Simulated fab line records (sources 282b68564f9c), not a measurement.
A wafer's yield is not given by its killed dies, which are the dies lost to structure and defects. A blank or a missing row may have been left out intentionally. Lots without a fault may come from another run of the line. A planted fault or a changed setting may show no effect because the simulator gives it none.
One fault seen from 2 desks    flow rit cmos    only its own numbers are on each desk; what lay behind them is given at the end

== METROLOGY DESK ==
Lot by lot, what the gauges showed, no matter which tool ran the lot: averages of those sampled wafers that carry a number. A lot is out of limits, marked OUT, if its mean lies more than 4 standard deviations from the usual mean; the brackets give that distance.
Columns: A = INCOMING_BOW at RIT_ACTIVE_BOW_MEAS_00, usual 0 um
lot   first seen here  A
L783  day 1 10:01      -4
L786  day 2 01:01      1
L788  day 2 11:01      2
L789  day 2 16:01      3
L790  day 2 21:00      -3
L792  day 3 07:01      -3
L793  day 3 12:00      -6
L795  day 3 22:02      -3
L796  day 4 03:01      6
L799  day 4 18:00      3
L802  day 5 09:00      1
L804  day 5 19:02      -2
L805  day 6 00:01      -0
L806  day 6 05:02      3
This desk found nothing out of limits on any of the 14 lots.

== AT THE TOOL OWNER'S DESK: rie diel-03 ==
The tool's own readings at RIT_SPACER_ETCHBACK_05 (etches Si3N4 in SF6/CHF3, stops on SiO2, target depth 250 nm, time 240 s): means of the sampled wafers that have a number, for each lot that ran on this tool. A lot is out of limits, marked OUT, if its mean lies more than 4 standard deviations from the usual mean; the brackets give that distance.
Columns: A = CHF3_flow_sccm at RIT_SPACER_ETCHBACK_05, usual 29.99 sccm; B = drypump motor current A at RIT_SPACER_ETCHBACK_05, usual 5.7 A; C = oes product au at RIT_SPACER_ETCHBACK_05, usual 0.838 a.u.; D = run length s at RIT_SPACER_ETCHBACK_05, usual 268.4 s; E = throttle valve pct at RIT_SPACER_ETCHBACK_05, usual 10.29 %
lot   first seen here  A      B    C                D                        E
L788  day 4 03:07      30.08  5.9  0.849            268.5                    10.33
L789  day 4 12:23      30.06  6.0  0.855            268.4                    10.19
L793  day 5 05:41      30.04  5.9  0.842            268.6                    10.32
L796  day 5 19:45      29.95  6.2  0.837            268.3                    10.27
L799  day 6 13:30      29.92  5.9  1.003 (+11) OUT  172.5 (-99 or more) OUT  10.39
L802  day 7 03:01      30.00  5.9  1.013 (+12) OUT  172.4 (-99 or more) OUT  10.40
This desk's verdict: out of limits on L799, L802, starting with L799 at day 6 13:30 (oes product au at RIT_SPACER_ETCHBACK_05). L788, L789, L793, L796: within limits.

== ALL TOGETHER ==
On L799, L802, at day 6 13:30, an alarm was possible from the tool owner's desk.
The metrology desk saw nothing out of limits.
The metrology desk holds a record of L799, L802, inside its limits.
Of the lots named, all ran RIT_SPACER_ETCHBACK_05 on rie diel-03.

== WHAT THE SIMULATOR PUT IN ==
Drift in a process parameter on rie diel-03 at RIT_SPACER_ETCHBACK_05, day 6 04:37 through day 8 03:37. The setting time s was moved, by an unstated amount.
Struck lots among those shown: L799, L802.
Time in hours from fault onset to the first out-of-limits reading at each desk: the tool owner's desk, 9.
